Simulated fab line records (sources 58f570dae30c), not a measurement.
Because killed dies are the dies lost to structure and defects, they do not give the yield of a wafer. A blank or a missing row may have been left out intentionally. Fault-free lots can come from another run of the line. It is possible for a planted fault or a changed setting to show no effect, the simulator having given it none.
fab line records	flow berkeley_cmos170
[record] lots = 5	wafers = 23
route steps=331 shown PLDD@146 NLDD@161 NSD@191 CONTACT@229 M1@242 M2@276
start_h: the number of hours between the record's first day and the start of the first shown wafer of the lot	wait_h: time in hours since the lot's previous step	" the same as in the row above	L1.1+2: one row covering several wafers at once	- no value, or no start given	* or withheld: withheld	< > ~ a bound
route shown NAME@n: NAME is a module with steps in the file, n the number in the route of the first one	usual: average and standard deviation across the fault-free wafers	same: alike in all rows	chamber/n: place in a boat	sites: per-site readings	_std_site: their standard deviation	_edge_site: the outer-site mean with the inner-site mean subtracted	radius_mm: for every site, how far away it sits from the centre of the wafer	mask NAME#n: copy n	behind: tool/chamber where the wafer was last shaped	hold: why the lot went on hold/how many hours it stayed there/how the hold came to an end	device: names the non-switching transistor (n, p or np)	end of line: tests of these same wafers at the route's end	a step without rows: its recipe alone	killed: not the wafer's yield, but the dies lost to structure and defects at the first sort	map: shows each die of a wafer: x if killed, . if not, _ if none is there
set.NAME: the run value of the setting; set.NAME@STEP: its run value at that earlier step	model.NAME: the simulator's own value behind a step, which no gauge read
one table per step and one row per wafer, for lots whose settings were changed on purpose
[[steps]]
[step UCB170_PLDD_COAT_01]
[recipe] resist = KrF	spin_rpm = 1500	resist_thk_nm = 900
lot.wafer	tool	chamber	start_h	wait_h	set.resist_thk_nm	model.KrF_of_PLDD_COAT_01.thk_nm
L076.1	litho_track-01	0	133.80	0.1	873.6	871.6
L076.2	"	0	"	"	900	899.5
L076.3	"	0	"	"	873.6	873.6
L076.4	"	0	"	"	873.6	871.1
L076.5	"	0	"	"	900	898
L078.1	litho_track-03	0	151.88	0.1	900	897.5
L078.4	"	0	"	"	900	905.4
L078.6	"	0	"	"	900	902.8
L081.1	litho_track-02	0	161.10	0.1	852.7	849.4
L081.2	"	0	"	"	900	900.6
L081.3	"	0	"	"	900	899.9
L081.5	"	0	"	"	900	898.5
L081.6	"	0	"	"	852.7	849.5
L084.1	litho_track-02	0	171.29	0.1	900	904.1
L084.2	"	0	"	"	900	900.2
L084.3	"	0	"	"	900	903
L084.5	"	0	"	"	900	902.5
L084.6	"	0	"	"	900	904.5
L085.2	litho_track-01	0	183.48	0.1	900	898.3
L085.3	"	0	"	"	900	897.1
L085.4	"	0	"	"	900	896.5
L085.5	"	0	"	"	900	897.3
L085.6	"	0	"	"	900	898
[step UCB170_PLDD_SOFTBAKE_02]
[recipe] resist = KrF	temp_c = 130	time_s = 60
[step UCB170_PLDD_EXPOSE_03]
[recipe] mask_id = PSELECT	na = 0.5	sigma_outer = 0.6	source_shape = conventional	target_cd_nm = 1200	dose_mj = 30
[step UCB170_PLDD_IMPLANT_08]
[recipe] species = BF2	dose_cm2 = 5e+13	energy_kev = 10	tilt_deg = 7	rotation_deg = 0
[step UCB170_PLDD_IMPLANT_09]
[recipe] species = BF2	dose_cm2 = 5e+13	energy_kev = 10	tilt_deg = 7	rotation_deg = 180
[step UCB170_PLDD_STRIP_10]
[recipe] chemistry = O2	power_w = 400	pressure_mtorr = 3500	platen_temp_c = withheld	o2_flow_sccm = 400	overash_fraction = 0.5
[usual] strip_time_to_endpoint_s = 21.61/0.063
lot.wafer	tool	chamber	start_h	wait_h	set.resist_thk_nm@PLDD_COAT_01	strip_time_to_endpoint_s
L076.1	plasma_asher-02	1	135.39	0.1	873.6	20.96
L076.2	"	0	"	"	900	21.61
L076.3	"	1	"	"	873.6	20.99
L076.4	"	0	"	"	873.6	20.92
L076.5	"	0	"	"	900	21.57
L078.1	plasma_asher-01	0	153.19	0.1	900	21.57
L078.4	"	0	"	"	900	21.77
L078.6	"	1	"	"	900	21.69
L081.1	plasma_asher-02	1	162.58	0.1	852.7	20.43
L081.2	"	0	"	"	900	21.66
L081.3	"	0	"	"	900	21.61
L081.5	"	0	"	"	900	21.59
L081.6	"	1	"	"	852.7	20.40
L084.1	plasma_asher-02	1	172.64	0.1	900	21.73
L084.2	"	0	"	"	900	21.62
L084.3	"	1	"	"	900	21.71
L084.5	"	0	"	"	900	21.69
L084.6	"	1	"	"	900	21.74
L085.2	plasma_asher-02	0	185.20	0.1	900	21.57
L085.3	"	0	"	"	900	21.56
L085.4	"	1	"	"	900	21.55
L085.5	"	1	"	"	900	21.57
L085.6	"	0	"	"	900	21.60
[step UCB170_NLDD_EXPOSE_03]
[recipe] mask_id = NSELECT	na = 0.5	sigma_outer = 0.6	source_shape = conventional	target_cd_nm = 1200	dose_mj = 30
lot.wafer	tool	chamber	start_h	wait_h	mask	set.dose_mj
L076.1+5	krf_scanner-02	0	136.23	0.1	NSELECT#0	28.13
L076.2+3+4	"	0	"	"	NSELECT#0	30
L078.1+4+6	krf_scanner-02	0	154.47	0.2	NSELECT#0	30
L081.1+2+5	krf_scanner-01	0	163.90	0.4	NSELECT#0	30
L081.3+6	"	0	"	"	NSELECT#0	30.95
L084.1+2+3+5+6	krf_scanner-02	0	173.70	0.1	NSELECT#0	30
L085.2+5	krf_scanner-01	0	186.14	0.2	NSELECT#0	30
L085.3+4+6	"	0	"	"	NSELECT#0	28.68
[step UCB170_NLDD_PEB_04]
[recipe] peb_temp_c = 130	peb_time_s = withheld	resist = KrF
lot.wafer	tool	chamber	start_h	wait_h	set.peb_temp_c
L076.1+2+3+4+5	litho_track-01	0	136.68	0.4	130
L078.1+4+6	litho_track-01	0	154.59	0.1	130
L081.1+2+3+5+6	litho_track-04	0	164.19	0.3	130
L084.1+5+6	litho_track-04	0	174.10	0.4	126.2
L084.2+3	"	0	"	"	130
L085.2+3+6	litho_track-04	0	186.29	0.1	130
L085.4+5	"	0	"	"	126.9
[step UCB170_NLDD_DEVELOP_05]
[recipe] developer = TMAH	develop_time_s = 45	resist = KrF	dev_temp_c = 21
[step UCB170_NLDD_CD_MEAS_06]
[recipe] target_cd_nm = 1200
[usual] cd_nm = 1200.0/1.5
lot.wafer	tool	chamber	start_h	wait_h	set.dose_mj@NLDD_EXPOSE_03	set.peb_temp_c@NLDD_PEB_04	cd_nm
L076.1	cd_sem-02	-	136.96	-	28.13	130	1187.0
L076.2	"	-	"	"	30	130	1198.7
L076.3	"	-	"	"	30	130	1198.7
L076.4	"	-	"	"	30	130	1197.7
L076.5	"	-	"	"	28.13	130	1186.8
L078.1	cd_sem-02	-	154.86	-	30	130	1198.4
L078.4	"	-	"	"	30	130	1198.4
L078.6	"	-	"	"	30	130	1197.0
L081.1	cd_sem-02	-	164.46	-	30	130	1200.9
L081.2	"	-	"	"	30	130	1198.9
L081.3	"	-	"	"	30.95	130	1206.5
L081.5	"	-	"	"	30	130	1199.8
L081.6	"	-	"	"	30.95	130	1206.3
L084.1	cd_sem-02	-	174.38	-	30	126.2	1169.5
L084.2	"	-	"	"	30	130	1199.5
L084.3	"	-	"	"	30	130	1200.1
L084.5	"	-	"	"	30	126.2	1170.7
L084.6	"	-	"	"	30	126.2	1169.0
L085.2	cd_sem-02	-	186.56	-	30	130	1199.4
L085.3	"	-	"	"	28.68	130	1190.2
L085.4	"	-	"	"	28.68	126.9	1166.7
L085.5	"	-	"	"	30	126.9	1175.3
L085.6	"	-	"	"	28.68	130	1190.9
[step UCB170_NSD_PEB_04]
[recipe] peb_temp_c = 130	peb_time_s = withheld	resist = KrF
lot.wafer	tool	chamber	start_h	wait_h	set.peb_temp_c
L076.1+2+5	litho_track-03	0	146.60	0.4	133.3
L076.3+4	"	0	"	"	130
L078.1+4+6	litho_track-01	0	162.81	0.2	130
L081.1+5	litho_track-04	0	171.48	0.3	130
L081.2+3+6	"	0	"	"	133.6
L084.1+2+3+5+6	litho_track-01	0	183.76	0.8	130
L085.2+6	litho_track-01	0	194.78	0.1	130
L085.3+4+5	"	0	"	"	127
[step UCB170_NSD_DEVELOP_05]
[recipe] developer = TMAH	develop_time_s = 45	resist = KrF	dev_temp_c = 21
[step UCB170_NSD_CD_MEAS_06]
[recipe] target_cd_nm = 1200
[usual] cd_nm = 1199.8/1.2
lot.wafer	tool	chamber	start_h	wait_h	set.peb_temp_c@NSD_PEB_04	cd_nm
L076.1	cd_sem-01	-	146.88	-	133.3	1219.2
L076.2	"	-	"	"	133.3	1220.0
L076.3	"	-	"	"	130	1201.6
L076.4	"	-	"	"	130	1201.1
L076.5	"	-	"	"	133.3	1220.1
L078.1	cd_sem-02	-	163.08	-	130	1198.9
L078.4	"	-	"	"	130	1199.6
L078.6	"	-	"	"	130	1199.9
L081.1	cd_sem-02	-	171.76	-	130	1198.2
L081.2	"	-	"	"	133.6	1220.2
L081.3	"	-	"	"	133.6	1219.1
L081.5	"	-	"	"	130	1198.9
L081.6	"	-	"	"	133.6	1220.0
L084.1	cd_sem-02	-	184.15	-	130	1199.8
L084.2	"	-	"	"	130	1198.7
L084.3	"	-	"	"	130	1198.8
L084.5	"	-	"	"	130	1199.9
L084.6	"	-	"	"	130	1200.1
L085.2	cd_sem-01	-	195.05	-	130	1198.9
L085.3	"	-	"	"	127	1175.5
L085.4	"	-	"	"	127	1175.4
L085.5	"	-	"	"	127	1175.2
L085.6	"	-	"	"	130	1199.1
[step UCB170_CONTACT_PEB_13]
[recipe] peb_temp_c = 130	peb_time_s = withheld	resist = KrF
lot.wafer	tool	chamber	start_h	wait_h	set.peb_temp_c
L076.1+2+4	litho_track-04	0	153.82	0.3	126.4
L076.3+5	"	0	"	"	130
L078.1+4+6	litho_track-01	0	170.24	0.5	130
L081.1+6	litho_track-04	0	178.15	0.2	130
L081.2+3+5	"	0	"	"	126.4
L084.1+3+6	litho_track-02	0	190.16	0.1	132.5
L084.2+5	"	0	"	"	130
L085.2+4	litho_track-01	0	203.13	0.3	131.3
L085.3+5+6	"	0	"	"	130
[step UCB170_CONTACT_DEVELOP_14]
[recipe] developer = TMAH	develop_time_s = 45	resist = KrF	dev_temp_c = 21
[step UCB170_CONTACT_CD_MEAS_15]
[recipe] target_cd_nm = 700
[usual] cd_nm = 699.7/1.2
lot.wafer	tool	chamber	start_h	wait_h	set.peb_temp_c@CONTACT_PEB_13	cd_nm
L076.1	cd_sem-01	-	154.10	-	126.4	673.4
L076.2	"	-	"	"	126.4	673.7
L076.3	"	-	"	"	130	700.1
L076.4	"	-	"	"	126.4	672.6
L076.5	"	-	"	"	130	699.7
L078.1	cd_sem-02	-	170.51	-	130	700.0
L078.4	"	-	"	"	130	700.5
L078.6	"	-	"	"	130	698.5
L081.1	cd_sem-02	-	178.43	-	130	700.1
L081.2	"	-	"	"	126.4	672.8
L081.3	"	-	"	"	126.4	673.0
L081.5	"	-	"	"	126.4	673.6
L081.6	"	-	"	"	130	700.2
L084.1	cd_sem-02	-	190.60	-	132.5	711.9
L084.2	"	-	"	"	130	697.3
L084.3	"	-	"	"	132.5	712.2
L084.5	"	-	"	"	130	698.4
L084.6	"	-	"	"	132.5	712.5
L085.2	cd_sem-01	-	203.40	-	131.3	708.6
L085.3	"	-	"	"	130	701.3
L085.4	"	-	"	"	131.3	708.8
L085.5	"	-	"	"	130	700.6
L085.6	"	-	"	"	130	700.1
[step UCB170_CONTACT_ETCH_17]
[recipe] chemistry = N2/H2	target_depth_a = withheld	overetch_a = withheld	target = BARC	time_s = withheld	source_w = 500	bias_w = 100	pressure_mtorr = 30	n2_flow_sccm = 100	h2_flow_sccm = 200
lot.wafer	tool	chamber	start_h	wait_h	set.peb_temp_c@CONTACT_PEB_13	model.CONTACT.cd_nm
L076.1	rie_diel-03	1	154.25	0.0	126.4	674.3
L076.2	"	3	"	"	126.4	673.7
L076.3	"	0	"	"	130	700.3
L076.4	"	2	"	"	126.4	671.2
L076.5	"	3	"	"	130	698.7
L078.1	rie_diel-02	0	170.67	0.0	130	699.4
L078.4	"	1	"	"	130	701
L078.6	"	1	"	"	130	699.9
L081.1	rie_diel-03	1	178.58	0.0	130	700.2
L081.2	"	0	"	"	126.4	672.4
L081.3	"	3	"	"	126.4	672.6
L081.5	"	2	"	"	126.4	672.5
L081.6	"	3	"	"	130	699.3
L084.1	rie_diel-01	1	190.76	0.0	132.5	710.6
L084.2	"	0	"	"	130	698.6
L084.3	"	3	"	"	132.5	712.8
L084.5	"	0	"	"	130	699.5
L084.6	"	1	"	"	132.5	711.3
L085.2	rie_diel-01	0	203.54	0.0	131.3	709.4
L085.3	"	1	"	"	130	700.6
L085.4	"	2	"	"	131.3	708.1
L085.5	"	3	"	"	130	701.3
L085.6	"	2	"	"	130	699.7
[step UCB170_CONTACT_ETCH_18]
[recipe] chemistry = CHF3/CF4/Ar	target = PSG	stop_on = TiSi2	CHF3_flow_sccm = 45	cf4_flow_sccm = 15	Ar_flow_sccm = 150	pressure_mtorr = 200	rf_w = 700	target_depth_a = 8400	over_etch_frac = 0.2	time_s = 195
lot.wafer	tool	chamber	start_h	wait_h	set.peb_temp_c@CONTACT_PEB_13	model.CONTACT.cd_nm
L076.1	rie_diel-03	1	-	-	126.4	675
L076.2	"	3	"	"	126.4	673.8
L076.3	"	0	"	"	130	699.8
L076.4	"	2	"	"	126.4	671.1
L076.5	"	3	"	"	130	698.8
L078.1	rie_diel-02	0	-	-	130	699.5
L078.4	"	1	"	"	130	701.2
L078.6	"	1	"	"	130	700.1
L081.1	rie_diel-03	1	-	-	130	700.2
L081.2	"	0	"	"	126.4	671.7
L081.3	"	3	"	"	126.4	672.5
L081.5	"	2	"	"	126.4	671.8
L081.6	"	3	"	"	130	699.5
L084.1	rie_diel-01	1	-	-	132.5	710.9
L084.2	"	0	"	"	130	698.5
L084.3	"	3	"	"	132.5	713.8
L084.5	"	0	"	"	130	699.8
L084.6	"	1	"	"	132.5	711.7
L085.2	rie_diel-01	0	-	-	131.3	709.8
L085.3	"	1	"	"	130	700.7
L085.4	"	2	"	"	131.3	707.7
L085.5	"	3	"	"	130	701.6
L085.6	"	2	"	"	130	699
[step UCB170_CONTACT_STRIP_19]
[recipe] chemistry = O2	power_w = 400	pressure_mtorr = 3500	platen_temp_c = withheld	o2_flow_sccm = 400	overash_fraction = 0.5
[step UCB170_CONTACT_CD_MEAS_90]
[recipe] target_cd_nm = 700
[usual] cd_nm = 699.7/1.4
lot.wafer	tool	chamber	start_h	wait_h	set.peb_temp_c@CONTACT_PEB_13	cd_nm
L076.1	cd_sem-01	-	154.52	0.1	126.4	675.2
L076.2	"	-	"	"	126.4	674.2
L076.3	"	-	"	"	130	700.2
L076.4	"	-	"	"	126.4	671.0
L076.5	"	-	"	"	130	699.1
L078.1	cd_sem-01	-	170.94	0.1	130	699.3
L078.4	"	-	"	"	130	701.6
L078.6	"	-	"	"	130	700.2
L081.1	cd_sem-02	-	178.85	0.1	130	700.4
L081.2	"	-	"	"	126.4	672.0
L081.3	"	-	"	"	126.4	672.5
L081.5	"	-	"	"	126.4	671.9
L081.6	"	-	"	"	130	699.5
L084.1	cd_sem-02	-	191.32	0.4	132.5	710.6
L084.2	"	-	"	"	130	698.5
L084.3	"	-	"	"	132.5	713.9
L084.5	"	-	"	"	130	699.9
L084.6	"	-	"	"	132.5	712.0
L085.2	cd_sem-02	-	203.82	0.1	131.3	709.8
L085.3	"	-	"	"	130	700.4
L085.4	"	-	"	"	131.3	707.5
L085.5	"	-	"	"	130	701.6
L085.6	"	-	"	"	130	698.8
[step UCB170_M1_COAT_04]
[recipe] resist = KrF	spin_rpm = 1500	resist_thk_nm = 900
lot.wafer	tool	chamber	start_h	wait_h	set.spin_rpm	model.KrF_of_M1_COAT_04.thk_nm
L076.1	litho_track-02	0	-	-	1531	889.1
L076.2	"	0	"	"	1531	891.5
L076.3	"	0	"	"	1531	890
L076.4	"	0	"	"	1500	900.4
L076.5	"	0	"	"	1500	896.5
L078.1	litho_track-03	0	-	-	1500	899.4
L078.4	"	0	"	"	1500	902.1
L078.6	"	0	"	"	1500	897.4
L081.1	litho_track-04	0	-	-	1500	896.2
L081.2	"	0	"	"	1407	924.5
L081.3	"	0	"	"	1500	895.9
L081.5	"	0	"	"	1407	925.9
L081.6	"	0	"	"	1407	924.1
L084.1	litho_track-03	0	-	-	1500	900.2
L084.2	"	0	"	"	1500	902.1
L084.3	"	0	"	"	1500	895.5
L084.5	"	0	"	"	1576	878
L084.6	"	0	"	"	1576	878.5
L085.2	litho_track-04	0	-	-	1500	898.5
L085.3	"	0	"	"	1608	867.9
L085.4	"	0	"	"	1500	898.2
L085.5	"	0	"	"	1500	900.4
L085.6	"	0	"	"	1608	865
[step UCB170_M1_METAL_ETCH_12]
[recipe] chemistry = Cl2/BCl3	target = Al	stop_on = PSG	pressure_mtorr = 12	target_depth_a = 7800	over_etch_frac = 0.3	time_s = 130	icp_w = 600	bias_w = 120	Cl2_flow_sccm = 90	bcl3_flow_sccm = 45
[usual] oes_product_au = 0.864/0.016
lot.wafer	tool	chamber	start_h	wait_h	set.time_s	set.spin_rpm@M1_COAT_04	oes_product_au	model.KrF_of_M1_COAT_04.thk_nm
L076.1	rie_metal-04	1	156.24	-	130	1531	0.886	421.1
L076.2	"	0	"	"	130	1531	0.847	415.3
L076.3	"	1	"	"	117.4	1531	0.925	462.5
L076.4	"	0	"	"	117.4	1500	0.904	468.8
L076.5	"	1	"	"	117.4	1500	0.937	468.4
L078.1	rie_metal-03	0	172.73	-	130	1500	0.870	429.7
L078.4	"	0	"	"	130	1500	0.860	434.6
L078.6	"	0	"	"	130	1500	0.869	427.4
L081.1	rie_metal-04	1	181.63	-	130	1500	0.875	423.1
L081.2	"	0	"	"	130	1407	0.839	452.2
L081.3	"	0	"	"	130	1500	0.846	420
L081.5	"	1	"	"	130	1407	0.874	453.6
L081.6	"	0	"	"	130	1407	0.840	449.7
L084.1	rie_metal-03	0	193.08	-	115	1500	0.933	482.7
L084.2	"	1	"	"	115	1500	0.963	469.9
L084.3	"	0	"	"	130	1500	0.877	426.9
L084.5	"	0	"	"	115	1576	0.944	458.2
L084.6	"	1	"	"	130	1576	0.894	390.7
L085.2	rie_metal-04	0	205.38	-	130	1500	0.851	429.9
L085.3	"	1	"	"	130	1608	0.873	401.2
L085.4	"	0	"	"	111.1	1500	0.929	491.9
L085.5	"	0	"	"	111.1	1500	0.936	497.1
L085.6	"	1	"	"	130	1608	0.869	401.2
[step UCB170_M2_COAT_05]
[recipe] resist = KrF	spin_rpm = 1500	resist_thk_nm = 900
lot.wafer	tool	chamber	start_h	wait_h	set.resist_thk_nm	model.KrF_of_M2_COAT_05.thk_nm
L076.1	litho_track-01	0	163.68	0.1	915.9	911.9
L076.2	"	0	"	"	915.9	911.1
L076.3	"	0	"	"	900	897.4
L076.4	"	0	"	"	900	893.2
L076.5	"	0	"	"	915.9	910.8
L078.1	litho_track-03	0	180.69	0.1	900	896.8
L078.4	"	0	"	"	900	897.2
L078.6	"	0	"	"	900	899.2
L081.1	litho_track-03	0	189.35	0.1	914.3	911.6
L081.2	"	0	"	"	900	901.5
L081.3	"	0	"	"	914.3	912.5
L081.5	"	0	"	"	900	898.2
L081.6	"	0	"	"	914.3	909.8
L084.1	litho_track-03	0	201.28	0.1	900	902.1
L084.2	"	0	"	"	900	905.8
L084.3+5	"	0	"	"	900	900.6
L084.6	"	0	"	"	900	900.2
L085.2	litho_track-02	0	210.86	0.1	852.5	849.3
L085.3	"	0	"	"	900	895.8
L085.4	"	0	"	"	852.5	853.4
L085.5	"	0	"	"	900	898.9
L085.6	"	0	"	"	852.5	854
[step UCB170_M2_SOFTBAKE_06]
[recipe] resist = KrF	temp_c = 130	time_s = 60
[step UCB170_M2_STRIP_07]
[recipe] chemistry = O2	power_w = 400	pressure_mtorr = 3500	platen_temp_c = withheld	o2_flow_sccm = 400	overash_fraction = 0.5
[usual] strip_time_to_endpoint_s = 21.95/0.063
lot.wafer	tool	chamber	start_h	wait_h	set.resist_thk_nm@M2_COAT_05	strip_time_to_endpoint_s
L076.1	plasma_asher-01	1	163.98	0.1	915.9	22.24
L076.2	"	0	"	"	915.9	22.22
L076.3	"	0	"	"	900	21.92
L076.4	"	1	"	"	900	21.80
L076.5	"	1	"	"	915.9	22.25
L078.1	plasma_asher-03	0	180.99	0.1	900	21.90
L078.4	"	1	"	"	900	21.89
L078.6	"	0	"	"	900	21.95
L081.1	plasma_asher-03	0	189.65	0.1	914.3	22.23
L081.2	"	1	"	"	900	22.01
L081.3	"	0	"	"	914.3	22.26
L081.5	"	0	"	"	900	21.93
L081.6	"	1	"	"	914.3	22.19
L084.1	plasma_asher-03	1	201.58	0.1	900	22.02
L084.2	"	0	"	"	900	22.10
L084.3	"	1	"	"	900	21.99
L084.5	"	0	"	"	900	21.97
L084.6	"	1	"	"	900	21.97
L085.2	plasma_asher-02	1	211.13	0.1	852.5	20.77
L085.3	"	0	"	"	900	21.86
L085.4	"	1	"	"	852.5	20.84
L085.5	"	0	"	"	900	21.96
L085.6	"	1	"	"	852.5	20.87
[[key]]
[split] step = UCB170_PLDD_COAT_01	setting = resist_thk_nm	stated = 900	by = wafer
[response] step = UCB170_PLDD_COAT_01	reading = model.KrF_of_PLDD_COAT_01.thk_nm	change = +9.44	per = 1%	r = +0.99
[response] step = UCB170_PLDD_STRIP_10	reading = strip_time_to_endpoint_s	change = *	per = 1%	r = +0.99
[split] step = UCB170_NLDD_EXPOSE_03	setting = dose_mj	stated = 30	by = wafer
[response] step = UCB170_NLDD_CD_MEAS_06	reading = cd_nm	slope = +1.92	per = 1%	together_with = peb_temp_c@NLDD_PEB_04	explained = 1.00
[split] step = UCB170_NLDD_PEB_04	setting = peb_temp_c	stated = 130	by = wafer
[response] step = UCB170_NLDD_CD_MEAS_06	reading = cd_nm	change = +9.95	per = 1%	r = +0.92
[split] step = UCB170_NSD_PEB_04	setting = peb_temp_c	stated = 130	by = wafer
[response] step = UCB170_NSD_CD_MEAS_06	reading = cd_nm	change = +8.23	per = 1%	r = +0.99
[split] step = UCB170_CONTACT_PEB_13	setting = peb_temp_c	stated = 130	by = wafer
[response] step = UCB170_CONTACT_CD_MEAS_15	reading = cd_nm	change = +9.2	per = 1%	r = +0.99
[response] step = UCB170_CONTACT_ETCH_17	reading = model.CONTACT.cd_nm	change = +9.03	per = 1%	r = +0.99
[response] step = UCB170_CONTACT_ETCH_18	reading = model.CONTACT.cd_nm	change = +9.11	per = 1%	r = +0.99
[response] step = UCB170_CONTACT_CD_MEAS_90	reading = cd_nm	change = +9.12	per = 1%	r = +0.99
[split] step = UCB170_M1_COAT_04	setting = spin_rpm	stated = 1500	by = wafer
[response] step = UCB170_M1_COAT_04	reading = model.KrF_of_M1_COAT_04.thk_nm	change = -4.46	per = 1%	r = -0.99
[response] step = UCB170_M1_METAL_ETCH_12	reading = model.KrF_of_M1_COAT_04.thk_nm	slope = -4.47	per = 1%	together_with = time_s@M1_METAL_ETCH_12	explained = 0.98
[split] step = UCB170_M1_METAL_ETCH_12	setting = time_s	stated = 130	by = wafer
[response] step = UCB170_M1_METAL_ETCH_12	reading = oes_product_au	change = -0.00509	per = 1%	r = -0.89
[response] step = UCB170_M1_METAL_ETCH_12	reading = model.KrF_of_M1_COAT_04.thk_nm	change = -5.46	per = 1%	r = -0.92
[split] step = UCB170_M2_COAT_05	setting = resist_thk_nm	stated = 900	by = wafer
[response] step = UCB170_M2_COAT_05	reading = model.KrF_of_M2_COAT_05.thk_nm	change = +8.49	per = 1%	r = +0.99
[response] step = UCB170_M2_STRIP_07	reading = strip_time_to_endpoint_s	change = *	per = 1%	r = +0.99
